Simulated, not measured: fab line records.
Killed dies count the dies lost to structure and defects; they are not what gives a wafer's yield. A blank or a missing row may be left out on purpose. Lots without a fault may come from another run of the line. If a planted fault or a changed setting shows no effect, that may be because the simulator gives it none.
Check of tool commonality / flow ritCmos / 13 lots, 42 wafers sampled

## THE REASON FOR OPENING IT
RIT_PLDD_TW_MEAS_10, reading PLDD_TW: flagged on 1 of 13 lots. Fault-free wafers read 2346, with a standard deviation of 12.
Rule: a lot is flagged when every wafer of it that has a number lies more than 4 standard deviations from that mean, or none has a number. The rest of the lots are taken to be sound.

lot=L127; measured=day 2 23:42; on=filmMetro-02; PLDD_TW, wafer by wafer=2347 2350 2343; flag=
lot=L128; measured=day 3 02:08; on=filmMetro-04; PLDD_TW, wafer by wafer=2338 2337 2345; flag=
lot=L129; measured=day 3 10:52; on=filmMetro-02; PLDD_TW, wafer by wafer=2337 2348 2333; flag=
lot=L133; measured=day 4 02:46; on=filmMetro-02; PLDD_TW, wafer by wafer=2347 2343 2348; flag=
lot=L134; measured=day 4 06:52; on=filmMetro-02; PLDD_TW, wafer by wafer=2345 2348 2331; flag=
lot=L135; measured=day 4 14:50; on=filmMetro-04; PLDD_TW, wafer by wafer=2338 2346 2353; flag=
lot=L138; measured=day 5 03:39; on=filmMetro-02; PLDD_TW, wafer by wafer=30 30 30 30 30 30; flag=FLAGGED
lot=L139; measured=day 5 12:11; on=filmMetro-01; PLDD_TW, wafer by wafer=2334 2359 2355; flag=
lot=L140; measured=day 5 15:00; on=filmMetro-02; PLDD_TW, wafer by wafer=2356 2359 2353; flag=
lot=L147; measured=day 7 03:44; on=filmMetro-02; PLDD_TW, wafer by wafer=2356 2351 2358; flag=
lot=L148; measured=day 7 06:17; on=filmMetro-04; PLDD_TW, wafer by wafer=2324 2341 2323; flag=
lot=L149; measured=day 7 14:02; on=filmMetro-02; PLDD_TW, wafer by wafer=2359 2345 2358; flag=
lot=L150; measured=day 7 20:32; on=filmMetro-02; PLDD_TW, wafer by wafer=2354 2360 2351; flag=
The numbers of the flagged lots are 30 on average: -2316 against the usual, or -99 or more standard deviations.

## WHICH TOOL EACH LOT WENT THROUGH
The record holds 1 process step before the reading, out of a route of 202 steps. Every cell lists first the tool, next ch and the chambers used by the sampled wafers, and last the start.
lot=L127; flag=; RIT_PLDD_EXPOSE_03=ilineStepper-01 ch 0, day 2 22:47
lot=L128; flag=; RIT_PLDD_EXPOSE_03=ilineStepper-02 ch 0, day 3 01:13
lot=L129; flag=; RIT_PLDD_EXPOSE_03=ilineStepper-02 ch 0, day 3 09:43
lot=L133; flag=; RIT_PLDD_EXPOSE_03=ilineStepper-02 ch 0, day 4 01:51
lot=L134; flag=; RIT_PLDD_EXPOSE_03=ilineStepper-02 ch 0, day 4 05:57
lot=L135; flag=; RIT_PLDD_EXPOSE_03=ilineStepper-02 ch 0, day 4 13:56
lot=L138; flag=FLAGGED; RIT_PLDD_EXPOSE_03=ilineStepper-01 ch 0, day 5 02:45
lot=L139; flag=; RIT_PLDD_EXPOSE_03=ilineStepper-01 ch 0, day 5 11:16
lot=L140; flag=; RIT_PLDD_EXPOSE_03=ilineStepper-02 ch 0, day 5 14:07
lot=L147; flag=; RIT_PLDD_EXPOSE_03=ilineStepper-01 ch 0, day 7 02:49
lot=L148; flag=; RIT_PLDD_EXPOSE_03=ilineStepper-01 ch 0, day 7 05:22
lot=L149; flag=; RIT_PLDD_EXPOSE_03=ilineStepper-01 ch 0, day 7 13:09
lot=L150; flag=; RIT_PLDD_EXPOSE_03=ilineStepper-01 ch 0, day 7 19:38
These steps, and what they do:
- RIT_PLDD_EXPOSE_03: exposes mask M8, target cd 40900 nm.
- RIT_PLDD_TW_MEAS_10

## FLAGGED AGAINST TOTAL, ONE TOOL AT A TIME (gauges that did the reading follow at the end)
step=RIT_PLDD_EXPOSE_03; tool=ilineStepper-01; lots run=7; flagged=1; share of the flagged lots=all; sound lots run after its first flagged lot=5 (L139,L147,L148,L149,L150)
step=RIT_PLDD_EXPOSE_03; tool=ilineStepper-02; lots run=6; flagged=0; share of the flagged lots=none; sound lots run after its first flagged lot=-
step=RIT_PLDD_TW_MEAS_10; tool=filmMetro-01; lots run=1; flagged=0; share of the flagged lots=none; sound lots run after its first flagged lot=-
step=RIT_PLDD_TW_MEAS_10; tool=filmMetro-02; lots run=9; flagged=1; share of the flagged lots=all; sound lots run after its first flagged lot=4 (L140,L147,L149,L150)
step=RIT_PLDD_TW_MEAS_10; tool=filmMetro-04; lots run=3; flagged=0; share of the flagged lots=none; sound lots run after its first flagged lot=-

## WHAT IS ALLOWED BY THE TABLE
2 rows of the table ran every flagged lot: ilineStepper-01 at RIT_PLDD_EXPOSE_03, filmMetro-02 at RIT_PLDD_TW_MEAS_10.
- ilineStepper-01 at RIT_PLDD_EXPOSE_03: 1 of its 7 lots flagged. Sound lots ran on it after the first flagged one (L139, L147, L148, L149, L150), which a lasting fault on the whole tool wouldn't allow.
- filmMetro-02 at RIT_PLDD_TW_MEAS_10: 1 of its 9 lots flagged. Sound lots ran on it after the first flagged one (L140, L147, L149, L150), which a lasting fault on the whole tool wouldn't allow.
No row of the table ran every flagged lot and no sound lot after the first.

## WHAT THE SIMULATOR HAD INSERTED
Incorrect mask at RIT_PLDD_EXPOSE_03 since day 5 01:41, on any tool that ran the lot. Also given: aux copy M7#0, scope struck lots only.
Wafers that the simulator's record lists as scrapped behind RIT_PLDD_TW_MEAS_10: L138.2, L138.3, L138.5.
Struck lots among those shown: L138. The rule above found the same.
